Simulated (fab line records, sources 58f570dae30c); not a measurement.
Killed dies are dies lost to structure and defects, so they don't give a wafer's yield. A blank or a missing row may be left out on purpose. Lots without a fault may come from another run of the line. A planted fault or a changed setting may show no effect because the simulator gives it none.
Which tool did it? | flow berkeley_cmos170 | 14 lots, 42 wafers sampled, at 3 steps of a route of 331

WHAT THE GAUGES READ, wafer by wafer
UCB170_PWELL_THK_MEAS_06.
lot  | measured    | on            | PWELL_NITRIDE_THK (nm)
L123 | day 3 04:00 | film_metro-01 | 216.2 218.0 217.7
L125 | day 3 21:43 | film_metro-02 | 219.7 219.8 219.5
L126 | day 3 21:44 | film_metro-04 | 217.5 219.0 217.7
L127 | day 4 05:30 | film_metro-02 | 217.5 217.3 217.7
L128 | day 4 09:58 | film_metro-01 | 224.3 225.4 224.7
L129 | day 4 09:58 | film_metro-04 | 219.7 219.3 221.1
L130 | day 5 00:52 | film_metro-01 | 223.7 222.7 223.4
L131 | day 5 00:55 | film_metro-04 | 218.4 218.9 218.9
L134 | day 5 10:17 | film_metro-01 | 218.5 218.2 218.0
L135 | day 5 17:55 | film_metro-04 | 216.0 215.8 216.7
L137 | day 6 04:18 | film_metro-04 | 220.0 220.0 221.4
L139 | day 6 17:37 | film_metro-01 | 217.5 218.4 217.3
L145 | day 7 21:26 | film_metro-04 | 218.9 222.2 219.8
L146 | day 8 07:54 | film_metro-01 | 221.6 221.3 223.8

UCB170_PVT_TW_MEAS_09.
lot  | measured     | on            | PVT_TW
L123 | day 6 12:39  | film_metro-04 | 495 498 498
L125 | day 6 23:45  | film_metro-01 | 505 509 508
L126 | day 6 23:13  | film_metro-01 | 504 505 504
L127 | day 7 14:58  | film_metro-01 | 502 506 504
L128 | day 7 15:48  | film_metro-01 | 505 507 505
L129 | day 7 14:52  | film_metro-04 | 499 496 501
L130 | day 8 12:06  | film_metro-02 | 511 514 514
L131 | day 8 12:16  | film_metro-01 | 511 510 510
L134 | day 8 17:53  | film_metro-04 | 500 503 502
L135 | day 9 00:21  | film_metro-02 | 511 510 509
L137 | day 9 13:41  | film_metro-04 | 501 500 500
L139 | day 10 05:13 | film_metro-04 | 500 498 497
L145 | day 11 08:06 | film_metro-04 | 500 498 496
L146 | day 11 15:40 | film_metro-02 | 513 511 512

WHICH TOOL RAN EACH LOT (tool, then ch and the chambers of the sampled wafers, then the start)
lot  | UCB170_ZERO_ETCH_06
L123 | rie_diel-01 ch 0,3, day 1 18:26
L125 | rie_diel-01 ch 1,2, day 2 08:25
L126 | rie_diel-03 ch 1,2,3, day 2 11:25
L127 | rie_diel-04 ch 0,1, day 2 18:28
L128 | rie_diel-03 ch 0,1,3, day 3 00:21
L129 | rie_diel-03 ch 1,3, day 3 04:14
L130 | rie_diel-03 ch 0,1,3, day 3 11:22
L131 | rie_diel-03 ch 0,2,3, day 3 17:06
L134 | rie_diel-01 ch 0,1,2, day 4 03:45
L135 | rie_diel-01 ch 0,1,2, day 4 06:37
L137 | rie_diel-01 ch 0,1, day 4 20:37
L139 | rie_diel-01 ch 1,2,3, day 5 08:17
L145 | rie_diel-04 ch 0,1,2, day 6 09:49
L146 | rie_diel-04 ch 0,1,2, day 6 19:33
- UCB170_ZERO_ETCH_06: etches SiO2 in CHF3/CF4/Ar, time 12 s.

WHAT THE TOOLS THEMSELVES READ (means of the sampled wafers that have a number; where no wafer has one, the mark that the record gives instead)
UCB170_ZERO_ETCH_06.
lot  | tool        | cf4_flow_sccm (sccm) | drypump_motor_current_A (A) | oes_product_au (a.u.) | throttle_valve_pct (%)
L123 | rie_diel-01 | 10.015               | 6.3                         | 0.619                 | 9.21
L125 | rie_diel-01 | 9.973                | 5.9                         | 0.617                 | 9.25
L126 | rie_diel-03 | 9.971                | 5.6                         | 0.619                 | 9.29
L127 | rie_diel-04 | 9.991                | 5.9                         | 0.614                 | 9.19
L128 | rie_diel-03 | 9.955                | 5.6                         | 0.622                 | 9.23
L129 | rie_diel-03 | 10.026               | 5.5                         | 0.623                 | 9.23
L130 | rie_diel-03 | 9.987                | 5.6                         | 0.625                 | 9.25
L131 | rie_diel-03 | 9.991                | 5.6                         | 0.606                 | 9.24
L134 | rie_diel-01 | 9.999                | 6.3                         | 0.615                 | 9.22
L135 | rie_diel-01 | 9.994                | 6.2                         | 0.613                 | 9.21
L137 | rie_diel-01 | 10.004               | 6.5                         | 0.564                 | 9.16
L139 | rie_diel-01 | 9.960                | 5.8                         | 0.565                 | 9.20
L145 | rie_diel-04 | 9.978                | 6.0                         | 0.617                 | 9.19
L146 | rie_diel-04 | 10.001               | 6.0                         | 0.623                 | 9.21

THE ANSWER, worked out from the rows above alone
Rule: what is usual is taken from the lots themselves. Put in order of their means at a reading, lots are off if they are a third of the lots or fewer, leave a main group of 4 or more, and stand apart from it by a gap of 3 or more times the standard deviation of the main group's means; of several such gaps the widest counts. A main group whose means are all the same, to the digits that the tables above print for the reading, isn't used. A lot without any number at a reading at which 4 lots or more have one is off too. The other lots that the step has rows for count as sound. The gauges are gone through in route order, then the tools' own readings, and for those a lot's mean is taken as printed above. The first step at which some lot is off is used, and at that step the reading that is off furthest; a lot without a number counts as furthest.
Off: L137, L139, at UCB170_ZERO_ETCH_06 (oes_product_au). The main group: mean 0.618 a.u., standard deviation 0.0051.
A tool fits if, at that step or a process step before it, it ran every lot that is off, and no sound lot after the first of them. One fits: rie_diel-01 at UCB170_ZERO_ETCH_06. Its last sound lot is L135 (day 4 06:37), its first lot that is off L137 (day 4 20:37): a fault that began between those two fits.
The tool's own readings at UCB170_ZERO_ETCH_06 bear it out: on the lots that are off they differ by more than 5 times the standard deviation of the sound lots' means. oes_product_au reads 0.565 a.u. there against 0.618 a.u. on the sound lots.

WHAT THE SIMULATOR HAD PUT IN
Process parameter drift: rie_diel-01, from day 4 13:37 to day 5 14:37, at UCB170_ZERO_ETCH_06. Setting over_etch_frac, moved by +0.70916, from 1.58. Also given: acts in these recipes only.
Lots struck among those shown: L137, L139. The rule above found the same.
